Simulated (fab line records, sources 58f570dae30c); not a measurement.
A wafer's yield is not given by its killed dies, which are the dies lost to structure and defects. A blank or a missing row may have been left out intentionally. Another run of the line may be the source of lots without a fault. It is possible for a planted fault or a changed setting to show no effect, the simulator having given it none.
2 desks, one fault + flow berkeley_cmos170 + numbers are kept per desk, each desk with only its own; the story behind them comes last

## FROM THE METROLOGY DESK
What the gauges read, lot by lot, whatever tool the lot ran on: means of the sampled wafers that have a number. Any lot whose mean is over 4 standard deviations away from the usual mean is out of limits and marked OUT; that distance is given in the brackets.
Columns: A = NVT_TW at UCB170_NVT_TW_MEAS_09, usual 524.1; B = GATE_OXIDE_THK at UCB170_GATE_THK_MEAS_02, usual 6.60 nm
| lot  | first seen here | A               | B    |
|------|-----------------|-----------------|------|
| L109 | day 6 06:54     | 530.0           | 6.75 |
| L110 | day 6 19:00     | 528.6           | 6.58 |
| L112 | day 7 10:40     | 525.9           | 6.39 |
| L114 | day 7 20:41     | 522.7           | 6.68 |
| L116 | day 8 03:16     | 522.1           | 6.64 |
| L115 | day 8 03:32     | 522.4           | 6.45 |
| L119 | day 8 19:02     | 524.1           | 6.40 |
| L121 | day 8 19:18     | 522.3           | 6.60 |
| L123 | day 9 07:06     | 483.9 (-14) OUT | 6.63 |
| L124 | day 9 07:23     | 483.0 (-15) OUT | 6.79 |
| L127 | day 10 04:27    | 525.4           | 6.72 |
| L125 | day 10 04:37    | 485.3 (-14) OUT | 6.64 |
| L126 | day 10 04:55    | 518.9           | 6.66 |
| L128 | day 10 11:58    | 526.6           | 6.57 |
| L131 | day 11 12:26    | 522.6           | 6.63 |
This desk's result: L123, L124, L125 out of limits, first on L123 (NVT_TW at UCB170_NVT_TW_MEAS_09), day 9 07:06. In limits: L109, L110, L112, L114, L116, L115, L119, L121, L127, L126, L128, L131.

## DESK OF THE TOOL OWNER: implanter-01
The tool's own readings at UCB170_NVT_IMPLANT_07, given as means over the sampled wafers that have a number, one for each lot that went through this tool. Any lot whose mean is over 4 standard deviations away from the usual mean is out of limits and marked OUT; that distance is given in the brackets.
Columns: A = beam_on_s at UCB170_NVT_IMPLANT_07, usual 10.03 s; B = dose_ions_cm2 at UCB170_NVT_IMPLANT_07, usual 3e+12; C = faraday_current_uA at UCB170_NVT_IMPLANT_07, usual 9.50
| lot  | first seen here | A     | B                       | C              |
|------|-----------------|-------|-------------------------|----------------|
| L116 | day 8 03:01     | 9.91  | 3e+12                   | 9.61           |
| L121 | day 8 19:03     | 10.21 | 3e+12                   | 9.34           |
| L123 | day 9 06:51     | 10.02 | 2e+12 (-99 or more) OUT | 7.39 (-11) OUT |
| L124 | day 9 07:08     | 9.93  | 2e+12 (-99 or more) OUT | 7.47 (-11) OUT |
| L125 | day 10 04:22    | 10.02 | 2e+12 (-99 or more) OUT | 7.41 (-11) OUT |
Finding of this desk: L123, L124, L125 out of limits; the first was L123 at day 9 06:51, on dose_ions_cm2 at UCB170_NVT_IMPLANT_07. In limits: L116, L121.

## ALL TOGETHER
At day 9 06:51, on L123, L124, L125, the tool owner's desk was in a position to raise an alarm.
At day 9 07:06 the metrology desk could have sounded an alarm, on L123, L124, L125.
UCB170_NVT_IMPLANT_07 was run on implanter-01 by each of the lots named.

## WHAT WAS PUT IN BY THE SIMULATOR
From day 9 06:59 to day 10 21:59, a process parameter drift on implanter-01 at UCB170_NVT_IMPLANT_07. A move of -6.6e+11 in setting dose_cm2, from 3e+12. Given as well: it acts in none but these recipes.
Lots struck among those shown: L123, L124, L125.
